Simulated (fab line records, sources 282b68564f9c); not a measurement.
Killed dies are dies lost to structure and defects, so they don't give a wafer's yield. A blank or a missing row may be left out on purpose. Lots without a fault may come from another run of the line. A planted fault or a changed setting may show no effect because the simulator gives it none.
Which tool did it? | flow rit_cmos | 14 lots, 42 wafers sampled, at 2 steps of a route of 202

WHAT THE GAUGES READ, wafer by wafer
RIT_SDANNEAL_RS_MEAS_06: measures by four-point-probe. Usual: PLDD_RS 178.6 ohm/sq, standard deviation 0.51.
lot  | measured    | on            | PLDD_RS (ohm/sq)  | flag
L892 | day 3 10:53 | film_metro-01 | 178.8 178.2 178.3 |
L893 | day 3 14:29 | film_metro-04 | 178.7 178.6 178.7 |
L894 | day 3 23:09 | film_metro-04 | 178.0 177.9 178.1 |
L895 | day 4 03:49 | film_metro-02 | 178.0 178.1 178.0 |
L896 | day 4 07:41 | film_metro-01 | 178.9 178.2 178.6 |
L897 | day 4 14:13 | film_metro-02 | 179.0 179.3 178.7 |
L898 | day 4 17:51 | film_metro-02 | 178.6 178.2 177.9 |
L899 | day 4 23:40 | film_metro-01 | 179.0 178.4 179.0 |
L901 | day 5 09:08 | film_metro-01 | 178.5 179.1 178.5 |
L902 | day 5 11:57 | film_metro-01 | 182.6 182.7 182.6 | OFF
L903 | day 5 16:10 | film_metro-04 | 178.5 178.1 178.4 |
L905 | day 6 04:45 | film_metro-02 | 181.0 181.6 181.1 | OFF
L907 | day 6 14:49 | film_metro-02 | 178.5 178.4 178.4 |
L910 | day 7 05:05 | film_metro-02 | 179.6 179.4 179.0 |

WHICH TOOL RAN EACH LOT (tool, then ch and the chambers of the sampled wafers, then the start)
lot  | RIT_PLDD_IMPLANT_08
L892 | implanter-04 ch 0, day 3 04:26
L893 | implanter-02 ch 0, day 3 07:59
L894 | implanter-03 ch 0, day 3 14:48
L895 | implanter-04 ch 0, day 3 21:02
L896 | implanter-03 ch 0, day 4 00:44
L897 | implanter-03 ch 0, day 4 07:41
L898 | implanter-03 ch 0, day 4 11:12
L899 | implanter-03 ch 0, day 4 16:03
L901 | implanter-03 ch 0, day 5 02:28
L902 | implanter-03 ch 0, day 5 05:25
L903 | implanter-04 ch 0, day 5 09:25
L905 | implanter-03 ch 0, day 5 22:01
L907 | implanter-04 ch 0, day 6 07:26
L910 | implanter-04 ch 0, day 6 22:20
- RIT_PLDD_IMPLANT_08

WHAT THE TOOLS THEMSELVES READ (means of the sampled wafers that have a number; where no wafer has one, the mark that the record gives instead)
RIT_PLDD_IMPLANT_08. Usual: beam_energy_keV 20.000, standard deviation 0.0058.
lot  | tool         | beam_energy_keV | flag
L892 | implanter-04 | 20.004          |
L893 | implanter-02 | 20.001          |
L894 | implanter-03 | 19.999          |
L895 | implanter-04 | 19.986          |
L896 | implanter-03 | 20.001          |
L897 | implanter-03 | 19.995          |
L898 | implanter-03 | 20.004          |
L899 | implanter-03 | 20.005          |
L901 | implanter-03 | 19.998          |
L902 | implanter-03 | 19.040          | OFF
L903 | implanter-04 | 19.997          |
L905 | implanter-03 | 19.039          | OFF
L907 | implanter-04 | 19.998          |
L910 | implanter-04 | 19.994          |

THE ANSWER, worked out from the rows above alone
Rule: a lot is off if the mean of its wafers that have a number lies more than 3 standard deviations from the usual mean. A lot without any number at a reading at which 4 lots or more have one is off too. The other lots that the step has rows for count as sound. The gauges are gone through in route order, then the tools' own readings, and for those a lot's mean is taken as printed above. The first step at which some lot is off is used, and at that step the reading that is off furthest; a lot without a number counts as furthest.
Off: L902, L905, at RIT_SDANNEAL_RS_MEAS_06 (PLDD_RS).
A tool fits if, at a process step before that reading, it ran every lot that is off, and no sound lot after the first of them. The gauges at RIT_SDANNEAL_RS_MEAS_06 aren't tried: what is off there is off at RIT_PLDD_IMPLANT_08 too, on other tools, and a gauge's error can't cause that. One fits: implanter-03 at RIT_PLDD_IMPLANT_08. Its last sound lot is L901 (day 5 02:28), its first lot that is off L902 (day 5 05:25): a fault that began between those two fits.
The tool's own readings at RIT_PLDD_IMPLANT_08 bear it out: on the lots that are off they differ by more than 5 times the standard deviation of the sound lots' means. beam_energy_keV reads 19.040 there against 19.998 on the sound lots.

WHAT THE SIMULATOR HAD PUT IN
Process parameter drift: implanter-03, from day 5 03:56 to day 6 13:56, at RIT_PLDD_IMPLANT_08. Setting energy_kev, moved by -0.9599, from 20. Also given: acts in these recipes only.
Lots struck among those shown: L902, L905. The rule above found the same.
